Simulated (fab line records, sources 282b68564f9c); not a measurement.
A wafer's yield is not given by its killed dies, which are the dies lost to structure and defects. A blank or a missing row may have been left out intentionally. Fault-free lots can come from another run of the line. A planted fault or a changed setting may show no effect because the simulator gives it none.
Struck lot and sound lot, side by side / flow ritCmos / 16 steps out of a route of 202
Sound: these wafers, L197.3, L197.5, L197.6. Struck: wafers L210.3, L210.4, L210.5. Last of all comes the cause.
For every step that has rows: the tool of each side, followed by ch and its chambers, followed by its first start. Under that, the readings that differ: sound wafers / struck wafers / difference of the means / sigmas: that difference in standard deviations of wafers without a fault.
alike: a reading whose means differ by less than 2 such deviations, as well as words and numbers matching on both sides. not compared: withheld readings; readings where some wafer has no value; bounds like >300 that might hide an equal value; numbers whose values overlap and for which the record gives no deviation.
The two part at a step that has a row with sigmas, a row that says differs or no value, or rows on one side only. When numbers do not overlap yet have no deviation, they are printed without sigmas and do not part them. Lack of a reading on every wafer of one side parts them only where that side has two or more wafers.

RIT_ACTIVE_BOW_MEAS_00:
  sound: filmMetro-03 at day 1 15:02; struck: filmMetro-02 at day 4 08:02
  alike: INCOMING_BOW
then, 1 step without rows for these wafers: RIT_ACTIVE_OXIDATION_01 (target thk 46.8 nm, ox time 3360 s).
RIT_ACTIVE_THK_MEAS_02:
  sound: filmMetro-01 at day 1 17:04; struck: filmMetro-02 at day 4 10:41
  alike: ACTIVE_OXIDE_THK
then, 1 step without rows for these wafers: RIT_ACTIVE_CVD_03 (deposits Si3N4 from SiH2Cl2/NH3, target thk 150 nm, time 1500 s).
RIT_ACTIVE_THK_MEAS_04:
  sound: filmMetro-01 at day 1 18:33; struck: filmMetro-02 at day 4 12:53
  alike: ACTIVE_NITRIDE_THK
then, 3 steps without rows for these wafers: RIT_ACTIVE_HMDS_05 (prime time 60 s); RIT_ACTIVE_COAT_06 (resist thk 1000 nm); RIT_ACTIVE_SOFTBAKE_07 (time 60 s).
RIT_ACTIVE_EXPOSE_08: exposes mask M1, target cd 1400 nm.
  sound on ilineStepper-02 ch 0, day 1 19:05; struck on ilineStepper-01 ch 0, day 4 13:32
reading=exposureDoseMJCm2; sound=227.72 227.42 227.73; struck=226.15 226.35 226.12; difference=-1.42; sigmas=-6
  alike: mask
next, for these wafers, 1 step has no rows: RIT_ACTIVE_PEB_09.
RIT_ACTIVE_DEVELOP_10: develop time 50 s.
  sound: lithoTrack-02 ch 0; struck: lithoTrack-04 ch 0
reading=model.ACTIVE.cdNm (nm); sound=1399 1400 1400; struck=1394 1383 1380; difference=-14; sigmas=
RIT_ACTIVE_CD_MEAS_11: the cd target is 1400 nm.
  sound: cdSem-01 at day 1 19:29; struck: cdSem-01 at day 4 13:56
reading=cdNm (nm); sound=1398.9 1399.7 1399.7; struck=1394.5 1382.9 1380.1; difference=-13.6; sigmas=-7
then, 1 step without rows for these wafers: RIT_ACTIVE_HARDBAKE_12 (time 60 s).
RIT_ACTIVE_ETCH_13: etches Si3N4 in SF6, stops on SiO2, time 210 s, target depth 210 nm.
  sound on rieDiel-03 ch 2,3, day 1 19:43; struck on rieDiel-02 ch 0,3, day 4 14:10
reading=drypumpMotorCurrentA (A); sound=5.65 5.65 5.80; struck=6.08 6.53 6.54; difference=+0.68; sigmas=+2
reading=model.ACTIVE.cdNm (nm); sound=1399 1400 1399; struck=1394 1383 1379; difference=-14; sigmas=
  alike: chamberPressureMTorr, oesProductAu, throttleValvePct
  not compared: rfHoursCounterH
RIT_ACTIVE_STRIP_14: strips in O2, time 180 s.
  sound on plasmaAsher-03 ch 0,1, day 1 19:54; struck on plasmaAsher-03 ch 0,1, day 4 14:21
  alike: chamberPressureMTorr, drypumpMotorCurrentA
  not compared: rfHoursCounterH
RIT_M1_PROBE_99:
  sound: prober-01 at day 3 22:54; struck: prober-01 at day 6 13:22
  alike: killedAtContacts, killedAtFrontEnd, killedDies, killedOpen, killedShort

WHERE THEY PART
At RIT_ACTIVE_EXPOSE_08 first; at RIT_ACTIVE_ETCH_13 last (within this record only). Later steps at which nothing parts them and some readings are alike: RIT_ACTIVE_STRIP_14, RIT_M1_PROBE_99.

WHY: what the simulator had put in
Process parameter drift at RIT_ACTIVE_EXPOSE_08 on ilineStepper-01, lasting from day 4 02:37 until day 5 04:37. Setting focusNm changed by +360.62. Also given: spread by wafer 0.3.
